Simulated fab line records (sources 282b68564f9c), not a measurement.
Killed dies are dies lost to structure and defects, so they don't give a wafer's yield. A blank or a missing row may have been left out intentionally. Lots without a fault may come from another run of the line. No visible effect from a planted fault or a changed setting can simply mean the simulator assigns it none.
2 desks, one fault | flow rit cmos | each desk has only its own numbers; what lay behind them comes last

TOOL OWNER'S DESK, litho track-04
The tool's own readings at RIT_M1_DEVELOP_08 (develop time 68 s): means of the sampled wafers that have a number, for each lot that ran on this tool. A lot is out of limits, marked OUT, if its mean lies more than 4 standard deviations from the usual mean; the brackets give that distance.
Columns: A = developer temp C at RIT_M1_DEVELOP_08, usual 23.05 C; B = exhaust pa at RIT_M1_DEVELOP_08, usual 44.9 Pa
lot  | first seen here | A               | B
L160 | day 3 16:00     | 22.98           | 45.2
L168 | day 5 08:00     | 22.93           | 43.9
L170 | day 5 19:00     | 23.13           | 45.9
L172 | day 6 07:00     | 25.27 (+20) OUT | 43.7
This desk's finding: out of limits on L172; first on L172, day 6 07:00 (developer temp C at RIT_M1_DEVELOP_08). L160, L168, L170: within limits.

AT THE METROLOGY DESK
Means of the sampled wafers that have a number, per lot and without regard to the tool the lot ran on: this is what the gauges read. A lot is out of limits, marked OUT, if its mean lies more than 4 standard deviations from the usual mean; the brackets give that distance.
Columns: A = NWELL_RS at RIT_WELLDRIVE_RS_MEAS_01, usual 275.4 ohm/sq; B = PRETRO_TW at RIT_PRETRO_TW_MEAS_10, usual 472; C = cd nm at RIT_M1_CD_MEAS_09, usual 2600.6 nm
lot  | first seen here | A     | B   | C
L158 | day 2 04:05     | 274.5 | 470 | 2602.0
L160 | day 2 14:38     | 274.3 | 469 | 2597.8
L161 | day 2 18:59     | 276.0 | 471 | 2597.9
L164 | day 3 11:20     | 274.9 | 470 | 2595.9
L166 | day 3 19:53     | 275.4 | 472 | 2600.5
L167 | day 4 00:52     | 276.1 | 476 | 2601.3
L168 | day 4 05:55     | 275.1 | 477 | 2601.8
L170 | day 4 16:43     | 276.2 | 477 | 2600.3
L172 | day 5 03:30     | 275.2 | 477 | 2607.3
L176 | day 5 22:47     | 275.4 | 469 | 2603.2
L177 | day 6 03:48     | 274.0 | 472 | 2598.6
L179 | day 6 13:30     | 275.7 | 466 | 2601.7
L180 | day 6 18:44     | 275.7 | 470 | 2600.1
This desk's verdict: no lot among the 13 shows anything out of limits.

TAKEN TOGETHER
On L172, at day 6 07:00, an alarm was possible from the tool owner's desk.
Nothing out of limits was seen by the metrology desk.
The metrology desk holds a record of L172, inside its limits.
On litho track-04, each named lot ran RIT_M1_DEVELOP_08.

WHAT HAD BEEN PUT IN BY THE SIMULATOR
Process parameters drifting: litho track-04 at RIT_M1_DEVELOP_08, beginning at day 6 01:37. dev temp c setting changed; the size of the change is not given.
Struck lots among those shown: L172.
Hours from the fault's start to each desk's first reading out of limits: the tool owner's desk, 5.
